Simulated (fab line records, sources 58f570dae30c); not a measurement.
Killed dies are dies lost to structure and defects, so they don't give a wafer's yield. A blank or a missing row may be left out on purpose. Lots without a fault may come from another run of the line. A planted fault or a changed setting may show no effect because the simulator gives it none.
Split-lot experiment | flow berkeley_cmos170 | 5 lots, 23 wafers read, on a route of 331 steps

THE SPLIT
At UCB170_SDANNEAL_RTA_01 (time 5 s), the setting time_s was moved away from the recipe's 5 s on 9 of the 23 wafers read, by -9.4% to +12.8%. The other wafers ran this setting at the recipe's value.

FROM THE SPLIT TO THE READING: what the file shows between them, 1 step
- UCB170_SDANNEAL_RS_MEAS_02: measures by four-point-probe

THE READING
NSD_RS, in ohm/sq, at UCB170_SDANNEAL_RS_MEAS_03 (measures by four-point-probe). Fault-free wafers of this fab line usually give 37.25 ohm/sq, standard deviation 0.078 ohm/sq.

wafer  | tool, chamber at the split | time_s as run, s | against the recipe | NSD_RS, ohm/sq | against lot-mates on the recipe
L074.1 | rtp_anneal-01, 0           | 5                | recipe             | 37.26          | -
L074.2 | rtp_anneal-01, 0           | 5                | recipe             | 37.26          | -
L074.3 | rtp_anneal-01, 0           | 5                | recipe             | 37.17          | -
L074.4 | rtp_anneal-01, 0           | 4.54             | -9.2%              | 37.51          | +0.28
L074.5 | rtp_anneal-01, 0           | 4.54             | -9.2%              | 37.64          | +0.41
L078.1 | rtp_anneal-02, 0           | 5                | recipe             | 37.14          | -
L078.2 | rtp_anneal-02, 0           | 4.644            | -7.1%              | 37.42          | +0.30
L078.3 | rtp_anneal-02, 0           | 5                | recipe             | 37.11          | -
L078.5 | rtp_anneal-02, 0           | 4.644            | -7.1%              | 37.48          | +0.35
L078.6 | rtp_anneal-02, 0           | 4.644            | -7.1%              | 37.41          | +0.28
L083.1 | rtp_anneal-02, 0           | 4.531            | -9.4%              | 37.42          | +0.18
L083.2 | rtp_anneal-02, 0           | 5                | recipe             | 37.24          | -
L083.3 | rtp_anneal-02, 0           | 5                | recipe             | 37.24          | -
L083.4 | rtp_anneal-02, 0           | 5                | recipe             | 37.23          | -
L083.6 | rtp_anneal-02, 0           | 4.531            | -9.4%              | 37.44          | +0.20
L085.1 | rtp_anneal-01, 0           | 5                | recipe             | 37.31          | -
L085.3 | rtp_anneal-01, 0           | 5                | recipe             | 37.17          | -
L085.5 | rtp_anneal-01, 0           | 5                | recipe             | 37.30          | -
L084.1 | rtp_anneal-02, 0           | 5.641            | +12.8%             | 36.97          | -0.34
L084.2 | rtp_anneal-02, 0           | 5                | recipe             | 37.35          | -
L084.3 | rtp_anneal-02, 0           | 5.641            | +12.8%             | 36.87          | -0.44
L084.4 | rtp_anneal-02, 0           | 5                | recipe             | 37.32          | -
L084.5 | rtp_anneal-02, 0           | 5                | recipe             | 37.25          | -

THE FIT
A straight line over all 23 wafers: NSD_RS changes by -0.0266 ohm/sq for each +1% of time_s; r = -0.92; the points scatter about the line by 0.071 ohm/sq.
The same after taking each lot's own level away (the mean of its wafers on the recipe; 23 wafers): -0.0318 ohm/sq for each +1%; r = -0.95; scatter 0.065 ohm/sq.
On that fit, the largest move of time_s shifts the reading by 0.41 ohm/sq.
The lots' own levels span 37.125 to 37.307 ohm/sq, that is 2.3 times the standard deviation above.
So the lot-to-lot level changes the slope: the two fits differ.
Check: with one of the wafers moved furthest among these (+12.8%) left out of the fit, the line predicts -0.427 ohm/sq for it against its lot-mates. It came out at -0.337 ohm/sq against them.

THE WHOLE CHAIN: every reading that the file lists as answering this split, in the file's order
step                       | what it does                 | reading | change (the file's fit)                                                            | r (the file's)
UCB170_SDANNEAL_RS_MEAS_03 | measures by four-point-probe | NSD_RS  | -0.0313 for each +1% of the setting                                                | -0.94
UCB170_SDANNEAL_RS_MEAS_02 | measures by four-point-probe | PSD_RS  | -0.185 for each +1% of the setting, in a fit together with dose_cm2@PSD_IMPLANT_08 | 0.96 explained

THE FILE'S OWN FIT
NSD_RS changes by -0.0313 ohm/sq for each +1% of time_s, r = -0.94.
